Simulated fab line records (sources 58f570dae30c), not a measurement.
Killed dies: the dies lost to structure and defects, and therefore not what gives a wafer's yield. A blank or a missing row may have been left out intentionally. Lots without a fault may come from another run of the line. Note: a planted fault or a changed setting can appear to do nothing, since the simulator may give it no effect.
A struck lot beside a sound one || flow berkeley_cmos170 || 15 steps out of a route of 331
Sound: wafers L819.2, L819.4, L819.5. Struck: wafers L811.3, L811.4. (L811.1 of the same lot was not struck and is left out.) The cause comes at the end.
Per side, at each step with rows, come the tool, then ch with its chambers, and then its first start. Under that, the readings that differ: sound wafers || struck wafers || difference of the means || sigmas: that difference in standard deviations of wafers without a fault.
alike: same words and numbers on both sides, and readings whose means sit less than 2 such deviations apart. not compared: any withheld reading, any reading some wafer has no value for, any bound like >300 that may hide the same value, and any number with overlapping values for which the record gives no deviation.
A row with sigmas, a row that says differs or no value, or rows on one side alone: a step with any of these is where the two part. Non-overlapping numbers with no deviation appear without sigmas and do not part them. A reading missing from all wafers of one side parts the sides only when that side holds two or more wafers.

first, 6 steps without rows for these wafers: UCB170_M2_COAT_09; UCB170_M2_COAT_10 (resist thk 900 nm); UCB170_M2_SOFTBAKE_11 (time 60 s); UCB170_M2_EXPOSE_12 (exposes mask METAL2, target cd 700 nm); UCB170_M2_PEB_13; UCB170_M2_DEVELOP_14 (develop time 43.24 s).
UCB170_M2_CD_MEAS_15: target cd 700 nm.
  sound on cd_sem-02, day 11 13:20; struck on cd_sem-02, day 9 16:34
  alike: cd_nm
UCB170_M2_OVL_MEAS_16:
  sound on overlay-01, day 11 13:26; struck on overlay-01, day 9 16:41
  alike: M2_OVL
UCB170_M2_ETCH_17: etches BARC in N2/H2.
  sound on rie_diel-03 ch 1,2,3, day 11 13:28; struck on rie_diel-03 ch 0,3, day 9 16:43
  alike: drypump_motor_current_A, n2_flow_sccm, oes_product_au, throttle_valve_pct
UCB170_M2_METAL_ETCH_18: etches Al in Cl2/BCl3, stops on SiO2, target depth 1170 nm, time 195 s.
  sound on rie_metal-03 ch 0,1, day 11 13:31; struck on rie_metal-03 ch 0,1, day 9 16:46
  alike: drypump_motor_current_A, oes_product_au, throttle_valve_pct
  not compared: rf_hours_counter_h
UCB170_M2_STRIP_19: strips in O2.
  sound on plasma_asher-03 ch 1, day 11 13:42; struck on plasma_asher-02 ch 0,1, day 9 16:57
  alike: drypump_motor_current_A, oes_product_au
  not compared: rf_hours_counter_h
UCB170_M2_CD_MEAS_90: target cd 700 nm.
  sound on cd_sem-01, day 11 13:52; struck on cd_sem-01, day 9 17:03
  alike: cd_nm
UCB170_V2_CVD_00: deposits SiO2 from TEOS/O2, target thk 2000 nm, time 250 s.
  sound on pecvd-04 ch 0,1, day 11 13:58; struck on pecvd-03 ch 1, day 9 17:10
{"reading": "run_length_s (s)", "sound": "278.5 278.5 276.7", "struck": "264.6 265.1", "difference": -13.0, "sigmas": -20}
{"reading": "model.SiO2_of_V2_CVD_00.thk_nm (nm)", "sound": "1944 1945 2002", "struck": "1907 1911", "difference": -55, "sigmas": ""}
  alike: heater_power_w
UCB170_V2_THK_MEAS_01:
  sound on film_metro-02, day 11 14:08; struck on film_metro-04, day 9 17:20
  alike: V2_TEOS_THK
after that, 1 step had no rows for these wafers: UCB170_M3_PROBE_99.

== WHERE THEY PART ==
At UCB170_V2_CVD_00 and nowhere else, as far as this record goes. Later steps at which nothing parts them and some readings are alike: UCB170_V2_THK_MEAS_01.

WHY: whatever the simulator had introduced
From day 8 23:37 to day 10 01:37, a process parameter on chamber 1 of pecvd-03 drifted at UCB170_V2_CVD_00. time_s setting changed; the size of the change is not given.
